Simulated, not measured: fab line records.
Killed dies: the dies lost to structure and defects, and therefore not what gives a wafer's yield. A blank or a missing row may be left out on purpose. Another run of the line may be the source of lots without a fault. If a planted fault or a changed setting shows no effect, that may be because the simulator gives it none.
Problem report, 8D (eight disciplines) form, completed by code	flow rit-cmos	the parts of the form that need people (team, actions taken, sign-off) are left out

## 1. THE ISSUE
Mean NRETRO_TW at RIT_NRETRO_TW_MEAS_10: 901 over 6 wafers in 2 lots; fault-free wafers: 1049, standard deviation 5.6. That puts it -26 standard deviations away from the usual mean.
Seen first at day 4 09:01 on film-metro-01, wafer L241.3. The record holds 42 wafers of 14 lots with a number at this step. By rule, "out" or "out of limits" means more than 4 standard deviations away from the usual mean. The rest of the wafers with a number are treated as sound.

## 2. WHAT IT IS, AND WHAT IT ISN'T
question	is	is not
which readings at this step	NRETRO_TW	-
which lots	L241, L244	L232, L233, L234, L235, L236, L238, L239, L242, L251, L252, L253, L254
which wafers of those lots	all that have a number	-
read on which gauges	film-metro-01, film-metro-02	film-metro-03
when	from day 4 09:01	up to then (21 sound wafers); but 15 sound wafers of L242, L251, L252, L253, L254 came after

## 3. WHAT RULES OUT EACH SUSPECT
Counting: any tool at a process step up to the reading is kept as a suspect provided that every lot that is out went through it and no sound lot did after the first of them.
- the gauge at RIT_NRETRO_TW_MEAS_10 has been ruled out. The wafers that are out were read on 2 gauges (film-metro-01, film-metro-02).
- plasma-asher-03 at RIT_PWELL_STRIP_09 (strips in O2, time 180 s): ruled out as a lasting fault. Sound lots L242, L251 ran on it after its first lot that is out, L241 (day 3 21:52).
- implanter-03 at RIT_NRETRO_IMPLANT_08: kept. All lots that are out passed through it, beginning with L241 at day 4 08:44, and no sound lot followed; its final sound lot before that point was L239 at day 4 00:26. Its own readings are out on those wafers: dose-ions-cm2, faraday-current-uA.
Left after counting: implanter-03 at RIT_NRETRO_IMPLANT_08.

## 4. THE CAUSE (what the simulator had put in)
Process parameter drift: implanter-03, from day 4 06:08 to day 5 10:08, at RIT_NRETRO_IMPLANT_08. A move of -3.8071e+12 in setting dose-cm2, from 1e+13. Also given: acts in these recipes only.
Only this tool survived the counting.

## 5. SEQUENCE OF EFFECTS, ordered by route
One row per reading whose mean, taken over the struck wafers that have a number, lies over 3 standard deviations from the usual. Only readings whose record carries a usual standard deviation are examined. hours: median over the lots of the time between each lot's start at the first step of this table that gives one and its start at this step. sigmas: the change, counted in usual standard deviations.
hours	step	reading	usual	on struck wafers	change	sigmas
0	RIT_NRETRO_IMPLANT_08	dose-ions-cm2	1.0004e+13	6.1880e+12	-3.8160e+12	-99 or more
0	RIT_NRETRO_IMPLANT_08	faraday-current-uA	31.7	19.5	-12.2	-20
0	RIT_NRETRO_TW_MEAS_10	NRETRO_TW	1049	901	-148	-26
Here are the process steps it includes:
- RIT_NRETRO_IMPLANT_08
Later measuring or inspecting steps at which every struck wafer that the step has a row for has a number for every such reading, and none has moved that far: RIT_FOX2_THK_MEAS_91.

## 6. HOW IT WOULD HAVE BEEN CAUGHT EARLIER
Counted from the fault's start at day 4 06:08, it took 3 hours until the first out-of-limits reading at a measuring or inspecting step in this record, taken at day 4 09:01.
The tool's own readings at RIT_NRETRO_IMPLANT_08 were out on every struck wafer that the step has a row for (dose-ions-cm2, faraday-current-uA): an alarm limit on them would have fired on the first of those.
Of the lots that are out (2), L244 began RIT_NRETRO_IMPLANT_08 on implanter-03 after day 4 09:01. Putting the tool on hold at that point would have spared it.
